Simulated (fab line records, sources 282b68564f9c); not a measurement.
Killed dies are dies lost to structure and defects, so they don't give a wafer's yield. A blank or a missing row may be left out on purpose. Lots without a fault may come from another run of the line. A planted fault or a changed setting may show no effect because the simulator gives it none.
Split-lot experiment | flow rit_cmos | 5 lots, 23 wafers read, on a route of 202 steps

THE SPLIT
At RIT_ACTIVE_COAT_06 (resist thk 1000 nm), the setting resist_thk_nm was moved away from the recipe's 1000 nm on 5 of the 23 wafers read, by -1.5% to +5.7%. The other wafers ran this setting at the recipe's value.

The reading is taken at the split's own step.

THE READING
NOVOLAK_of_ACTIVE_COAT_06.thk_nm (the simulator's own value, which no gauge read), in nm, at RIT_ACTIVE_COAT_06 (resist thk 1000 nm). The file gives no usual value for it. The 18 wafers here that ran the recipe average 1001.0 nm, standard deviation 2.4 nm.

wafer  | tool, chamber at the split | resist_thk_nm as run, nm | against the recipe | NOVOLAK_of_ACTIVE_COAT_06.thk_nm, nm | against lot-mates on the recipe
L074.1 | litho_track-04, 0          | 1000                     | recipe             | 1001                                 | -
L074.2 | litho_track-04, 0          | 1000                     | recipe             | 1001                                 | -
L074.3 | litho_track-04, 0          | 1000                     | recipe             | 1002                                 | -
L074.4 | litho_track-04, 0          | 1000                     | recipe             | 1000                                 | -
L074.6 | litho_track-04, 0          | 1000                     | recipe             | 1000                                 | -
L077.1 | litho_track-04, 0          | 1000                     | recipe             | 1004                                 | -
L077.5 | litho_track-04, 0          | 1000                     | recipe             | 1004                                 | -
L077.2 | litho_track-04, 0          | 1057                     | +5.7%              | 1062                                 | +58.3
L077.4 | litho_track-04, 0          | 1000                     | recipe             | 1003                                 | -
L077.6 | litho_track-04, 0          | 1057                     | +5.7%              | 1060                                 | +56.3
L078.1 | litho_track-02, 0          | 1000                     | recipe             | 1004                                 | -
L078.2 | litho_track-02, 0          | 1000                     | recipe             | 1004                                 | -
L078.6 | litho_track-02, 0          | 1000                     | recipe             | 1004                                 | -
L080.1 | litho_track-04, 0          | 1000                     | recipe             | 1001                                 | -
L080.5 | litho_track-04, 0          | 1000                     | recipe             | 1001                                 | -
L080.2 | litho_track-04, 0          | 985                      | -1.5%              | 988.2                                | -12.8
L080.3 | litho_track-04, 0          | 985                      | -1.5%              | 986.7                                | -14.3
L080.4 | litho_track-04, 0          | 985                      | -1.5%              | 987.3                                | -13.7
L084.1 | litho_track-03, 0          | 1000                     | recipe             | 999.2                                | -
L084.2 | litho_track-03, 0          | 1000                     | recipe             | 997.7                                | -
L084.3 | litho_track-03, 0          | 1000                     | recipe             | 997                                  | -
L084.4 | litho_track-03, 0          | 1000                     | recipe             | 996.6                                | -
L084.6 | litho_track-03, 0          | 1000                     | recipe             | 998.9                                | -

THE FIT
A straight line over all 23 wafers: NOVOLAK_of_ACTIVE_COAT_06.thk_nm changes by +10.4 nm for each +1% of resist_thk_nm; r = +0.99; the points scatter about the line by 2.4 nm.
The same after taking each lot's own level away (the mean of its wafers on the recipe; 23 wafers): +9.94 nm for each +1%; r = +1.00; scatter 0.89 nm.
On that fit, the largest move of resist_thk_nm shifts the reading by 57 nm.
The lots' own levels span 997.88 to 1004.00 nm, that is 2.5 times the standard deviation above.
So the lot-to-lot level changes the slope little: the two slopes agree.
Check: with one of the wafers moved furthest among these (+5.7%) left out of the fit, the line predicts +55.7 nm for it against its lot-mates. It came out at +58.3 nm against them.

OTHER SPLITS ON THESE WAFERS
These wafers also went through other splits before the reading. Each is held against what the fit with the lots' levels taken away leaves over:
other split on the same wafers | wafers away from the commonest value | r with NOVOLAK_of_ACTIVE_COAT_06.thk_nm (lot level and that fit taken away)
RIT_ACTIVE_OXIDATION_01 temp_c | 15                                   | -0.01

THE FILE'S OWN FIT
NOVOLAK_of_ACTIVE_COAT_06.thk_nm changes by +9.91 nm for each +1% of resist_thk_nm, r = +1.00.
